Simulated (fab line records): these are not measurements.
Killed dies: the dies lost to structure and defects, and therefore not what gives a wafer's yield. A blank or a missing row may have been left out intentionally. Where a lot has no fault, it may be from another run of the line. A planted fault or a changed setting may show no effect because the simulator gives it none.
Which of the tools did it? / flow ritCmos / 14 lots, 42 wafers sampled, at 2 steps of a route of 202

WHAT THE GAUGES READ, wafer by wafer
RIT_SDANNEAL_RS_MEAS_04: measurement is done with a four-point probe. Usual: for PSD_RS the level is 115.97 ohm/sq and the standard deviation is 0.24.
lot=L721; measured=day 3 01:43; on=filmMetro-02; PSD_RS (ohm/sq)=115.78 116.19 116.10; flag=
lot=L722; measured=day 3 06:02; on=filmMetro-01; PSD_RS (ohm/sq)=115.66 116.22 115.90; flag=
lot=L724; measured=day 3 17:17; on=filmMetro-01; PSD_RS (ohm/sq)=115.73 116.05 115.79; flag=
lot=L726; measured=day 4 03:05; on=filmMetro-04; PSD_RS (ohm/sq)=115.99 116.24 116.28; flag=
lot=L727; measured=day 4 09:41; on=filmMetro-01; PSD_RS (ohm/sq)=116.08 116.10 116.07; flag=
lot=L728; measured=day 4 15:49; on=filmMetro-01; PSD_RS (ohm/sq)=115.79 115.79 116.01; flag=
lot=L729; measured=day 4 18:59; on=filmMetro-04; PSD_RS (ohm/sq)=116.48 116.39 116.38; flag=
lot=L734; measured=day 5 20:41; on=filmMetro-04; PSD_RS (ohm/sq)=115.97 116.01 115.70; flag=
lot=L736; measured=day 6 04:52; on=filmMetro-04; PSD_RS (ohm/sq)=115.89 115.83 115.75; flag=
lot=L737; measured=day 6 09:34; on=filmMetro-02; PSD_RS (ohm/sq)=113.26 112.45 113.27; flag=OFF
lot=L739; measured=day 6 23:45; on=filmMetro-04; PSD_RS (ohm/sq)=113.19 112.80 112.88; flag=OFF
lot=L740; measured=day 7 04:21; on=filmMetro-02; PSD_RS (ohm/sq)=115.86 115.84 115.94; flag=
lot=L742; measured=day 7 16:51; on=filmMetro-04; PSD_RS (ohm/sq)=115.61 115.82 116.08; flag=
lot=L743; measured=day 7 18:29; on=filmMetro-01; PSD_RS (ohm/sq)=115.47 115.60 115.24; flag=

WHAT TOOL EACH LOT RAN ON (gives the tool, then ch and the chambers of the sampled wafers, and finally the start)
lot=L721; RIT_PSD_IMPLANT_08=implanter-03 ch 0, day 3 00:54
lot=L722; RIT_PSD_IMPLANT_08=implanter-04 ch 0, day 3 05:12
lot=L724; RIT_PSD_IMPLANT_08=implanter-04 ch 0, day 3 16:28
lot=L726; RIT_PSD_IMPLANT_08=implanter-03 ch 0, day 4 02:17
lot=L727; RIT_PSD_IMPLANT_08=implanter-03 ch 0, day 4 08:45
lot=L728; RIT_PSD_IMPLANT_08=implanter-04 ch 0, day 4 14:58
lot=L729; RIT_PSD_IMPLANT_08=implanter-03 ch 0, day 4 18:10
lot=L734; RIT_PSD_IMPLANT_08=implanter-03 ch 0, day 5 19:51
lot=L736; RIT_PSD_IMPLANT_08=implanter-03 ch 0, day 6 03:59
lot=L737; RIT_PSD_IMPLANT_08=implanter-03 ch 0, day 6 08:44
lot=L739; RIT_PSD_IMPLANT_08=implanter-03 ch 0, day 6 22:56
lot=L740; RIT_PSD_IMPLANT_08=implanter-04 ch 0, day 7 03:31
lot=L742; RIT_PSD_IMPLANT_08=implanter-04 ch 0, day 7 15:51
lot=L743; RIT_PSD_IMPLANT_08=implanter-02 ch 0, day 7 17:38
- RIT_PSD_IMPLANT_08

WHAT THE TOOLS THEMSELVES READ (means of the sampled wafers that have a number; where no wafer has one, the mark that the record gives instead)
RIT_PSD_IMPLANT_08. Usual: beamEnergyKeV 27.001, standard deviation 0.0085; beamOnS 13.4 s, standard deviation 1.2.
lot=L721; tool=implanter-03; beamEnergyKeV=26.996; beamOnS (s)=12.5; flag=
lot=L722; tool=implanter-04; beamEnergyKeV=27.003; beamOnS (s)=14.5; flag=
lot=L724; tool=implanter-04; beamEnergyKeV=27.004; beamOnS (s)=14.7; flag=
lot=L726; tool=implanter-03; beamEnergyKeV=26.996; beamOnS (s)=12.4; flag=
lot=L727; tool=implanter-03; beamEnergyKeV=26.990; beamOnS (s)=12.4; flag=
lot=L728; tool=implanter-04; beamEnergyKeV=27.006; beamOnS (s)=14.9; flag=
lot=L729; tool=implanter-03; beamEnergyKeV=27.013; beamOnS (s)=12.4; flag=
lot=L734; tool=implanter-03; beamEnergyKeV=27.002; beamOnS (s)=12.6; flag=
lot=L736; tool=implanter-03; beamEnergyKeV=27.009; beamOnS (s)=12.3; flag=
lot=L737; tool=implanter-03; beamEnergyKeV=28.389; beamOnS (s)=12.5; flag=OFF
lot=L739; tool=implanter-03; beamEnergyKeV=28.378; beamOnS (s)=12.6; flag=OFF
lot=L740; tool=implanter-04; beamEnergyKeV=27.006; beamOnS (s)=14.7; flag=
lot=L742; tool=implanter-04; beamEnergyKeV=26.996; beamOnS (s)=14.6; flag=
lot=L743; tool=implanter-02; beamEnergyKeV=27.004; beamOnS (s)=12.3; flag=

THE ANSWER, worked out from the rows above alone
Rule: take the mean of a lot's wafers that have a number; if it is more than 3 standard deviations from the usual mean, the lot is off. Also off: a lot with no number at a reading for which 4 or more lots have one. The other lots that the step has rows for count as sound. First the gauges in route order, then the tools' own readings, where a lot's mean is used as printed above. The first step at which some lot is off is used, and at that step the reading that is off furthest; a lot without a number counts as furthest.
Off: at RIT_SDANNEAL_RS_MEAS_04 (PSD_RS), L737, L739.
A tool fits if, at a process step before that reading, it ran every lot that is off, and no sound lot after the first of them. Not tried: the gauges at RIT_SDANNEAL_RS_MEAS_04; whatever is off there is also off at RIT_PSD_IMPLANT_08, on other tools, and gauge error can't account for it. One candidate fits, namely implanter-03 at RIT_PSD_IMPLANT_08. A fault onset in the window from L736 (day 6 03:59, its last sound lot) to L737 (day 6 08:44, its first lot off) fits.
On the lots that are off, the tool's own readings at RIT_PSD_IMPLANT_08 differ by more than 5 times the standard deviation of the sound lots' means, which bears it out; beamEnergyKeV reads 28.383 there versus 27.002 on the sound lots.

WHAT HAD BEEN PUT IN BY THE SIMULATOR
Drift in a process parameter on implanter-03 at RIT_PSD_IMPLANT_08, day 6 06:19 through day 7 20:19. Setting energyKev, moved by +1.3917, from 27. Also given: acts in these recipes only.
Shown lots that were struck: L737, L739. The rule given above showed the same thing.
